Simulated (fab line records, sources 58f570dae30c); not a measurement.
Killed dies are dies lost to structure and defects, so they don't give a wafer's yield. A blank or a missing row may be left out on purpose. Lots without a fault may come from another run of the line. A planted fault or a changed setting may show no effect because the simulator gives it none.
Which tool did it? | flow berkeley_cmos170 | 14 lots, 42 wafers sampled, at 1 step of a route of 331

WHAT THE GAUGES READ, wafer by wafer
The record holds no reading of a measuring or inspecting step that can be judged against a usual standard deviation.

WHICH TOOL RAN EACH LOT (tool, then ch and the chambers of the sampled wafers, then the start)
lot  | UCB170_PWELL_EXPOSE_10
L989 | krf_scanner-01 ch 0, day 3 07:58
L988 | krf_scanner-02 ch 0, day 3 08:12
L990 | krf_scanner-01 ch 0, day 3 11:46
L999 | krf_scanner-02, day 5 17:39
L102 | krf_scanner-01, day 6 02:05
L103 | krf_scanner-01 ch 0, day 6 09:07
L104 | krf_scanner-02 ch 0, day 6 09:27
L105 | krf_scanner-01 ch 0, day 6 13:54
L107 | krf_scanner-01 ch 0, day 6 16:10
L106 | krf_scanner-02 ch 0, day 6 16:23
L109 | krf_scanner-01 ch 0, day 7 07:23
L108 | krf_scanner-01 ch 0, day 7 07:39
L110 | krf_scanner-01 ch 0, day 7 12:59
L111 | krf_scanner-02 ch 0, day 7 19:05
- UCB170_PWELL_EXPOSE_10: exposes mask PWELL, target cd 3000 nm.

WHAT THE TOOLS THEMSELVES READ (means of the sampled wafers that have a number; where no wafer has one, the mark that the record gives instead)
UCB170_PWELL_EXPOSE_10. Usual: exposure_dose_mJ_cm2 19.003, standard deviation 0.018; focus_offset_nm -0.2 nm, standard deviation 0.57.
lot  | tool           | exposure_dose_mJ_cm2 | focus_offset_nm (nm) | flag
L989 | krf_scanner-01 | 18.989               | 0.6                  |
L988 | krf_scanner-02 | 19.021               | 0.1                  |
L990 | krf_scanner-01 | 19.010               | -0.2                 |
L999 | krf_scanner-02 | -                    | -                    | OFF
L102 | krf_scanner-01 | -                    | -                    | OFF
L103 | krf_scanner-01 | 18.998               | 0.2                  |
L104 | krf_scanner-02 | 18.998               | -0.4                 |
L105 | krf_scanner-01 | 19.013               | 0.5                  |
L107 | krf_scanner-01 | 18.994               | -0.2                 |
L106 | krf_scanner-02 | 18.999               | 0.2                  |
L109 | krf_scanner-01 | 19.005               | -0.8                 |
L108 | krf_scanner-01 | 19.004               | -0.2                 |
L110 | krf_scanner-01 | 18.985               | -0.4                 |
L111 | krf_scanner-02 | 18.985               | -0.1                 |

THE ANSWER, worked out from the rows above alone
Rule: a lot is off if the mean of its wafers that have a number lies more than 3 standard deviations from the usual mean. A lot without any number at a reading at which 4 lots or more have one is off too. The other lots that the step has rows for count as sound. The gauges are gone through in route order, then the tools' own readings, and for those a lot's mean is taken as printed above. The first step at which some lot is off is used, and at that step the reading that is off furthest; a lot without a number counts as furthest.
Off: L999, L102, at UCB170_PWELL_EXPOSE_10 (exposure_dose_mJ_cm2). Without a number there: L999, L102.
A tool fits if, at that step or a process step before it, it ran every lot that is off, and no sound lot after the first of them. None of those tried fits.

WHAT THE SIMULATOR HAD PUT IN
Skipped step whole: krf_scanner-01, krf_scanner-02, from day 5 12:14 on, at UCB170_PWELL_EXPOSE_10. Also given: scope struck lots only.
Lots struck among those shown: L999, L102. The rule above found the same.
